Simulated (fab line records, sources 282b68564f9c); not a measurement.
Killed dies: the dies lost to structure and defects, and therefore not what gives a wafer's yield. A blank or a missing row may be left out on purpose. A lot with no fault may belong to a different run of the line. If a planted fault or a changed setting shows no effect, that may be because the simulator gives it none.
Which tool was responsible? :: flow rit cmos :: 7 lots with 21 wafers sampled at 2 steps, on a route of 202 steps

== WHAT THE GAUGES READ, wafer by wafer ==
RIT_PLDD_TW_MEAS_10.
lot: L719
measured: day 3 06:30
on: film metro-04
PLDD_TW: 2336 2343 2328

lot: L721
measured: day 3 19:19
on: film metro-04
PLDD_TW: 2337 2333 2339

lot: L723
measured: day 4 02:35
on: film metro-02
PLDD_TW: 2355 2358 2361

lot: L726
measured: day 4 14:33
on: film metro-02
PLDD_TW: 2356 2367 2345

lot: L733
measured: day 6 11:46
on: film metro-04
PLDD_TW: 2715 2713 2741

lot: L739
measured: day 7 22:53
on: film metro-03
PLDD_TW: 2368 2375 2361

lot: L741
measured: day 8 13:49
on: film metro-04
PLDD_TW: 2335 2333 2325

== WHICH TOOL RAN EACH LOT (tool, then ch and the chambers of the sampled wafers, then the start) ==
lot: L719
RIT_PLDD_IMPLANT_08: implanter-01 ch 0, day 3 06:11

lot: L721
RIT_PLDD_IMPLANT_08: implanter-02 ch 0, day 3 19:01

lot: L723
RIT_PLDD_IMPLANT_08: implanter-04 ch 0, day 4 02:16

lot: L726
RIT_PLDD_IMPLANT_08: implanter-02 ch 0, day 4 14:14

lot: L733
RIT_PLDD_IMPLANT_08: implanter-01 ch 0, day 6 11:08

lot: L739
RIT_PLDD_IMPLANT_08: implanter-02 ch 0, day 7 22:35

lot: L741
RIT_PLDD_IMPLANT_08: implanter-04 ch 0, day 8 13:30
- RIT_PLDD_IMPLANT_08

== THE ANSWER, worked out from the rows above alone ==
Rule: usual is defined by the lots themselves. The widest of any qualifying gaps counts: lots, ordered by their means at a reading, are off when they make up no more than a third of the lots, leave a main group of 4 or more, and stand apart from it by 3 or more times the standard deviation of that group's means. A main group is skipped when, at the precision printed for the reading in the tables above, its means are all equal. A lot without any number at a reading at which 4 lots or more have one is off too. Where the step has rows for the other lots, those lots are counted as sound.
Off: L733, seen at RIT_PLDD_TW_MEAS_10 (PLDD_TW). Mean 2348 and standard deviation 14 in the main group.
If a tool, at a process step before that reading, ran all the lots that are off and no sound lot after the first of them, it fits. The gauges at RIT_PLDD_TW_MEAS_10 are tried like those tools. One fits: implanter-01 at RIT_PLDD_IMPLANT_08. A fault onset in the window from L719 (day 3 06:11, its last sound lot) to L733 (day 6 11:08, its first lot off) fits.

== WHAT WAS PUT IN BY THE SIMULATOR ==
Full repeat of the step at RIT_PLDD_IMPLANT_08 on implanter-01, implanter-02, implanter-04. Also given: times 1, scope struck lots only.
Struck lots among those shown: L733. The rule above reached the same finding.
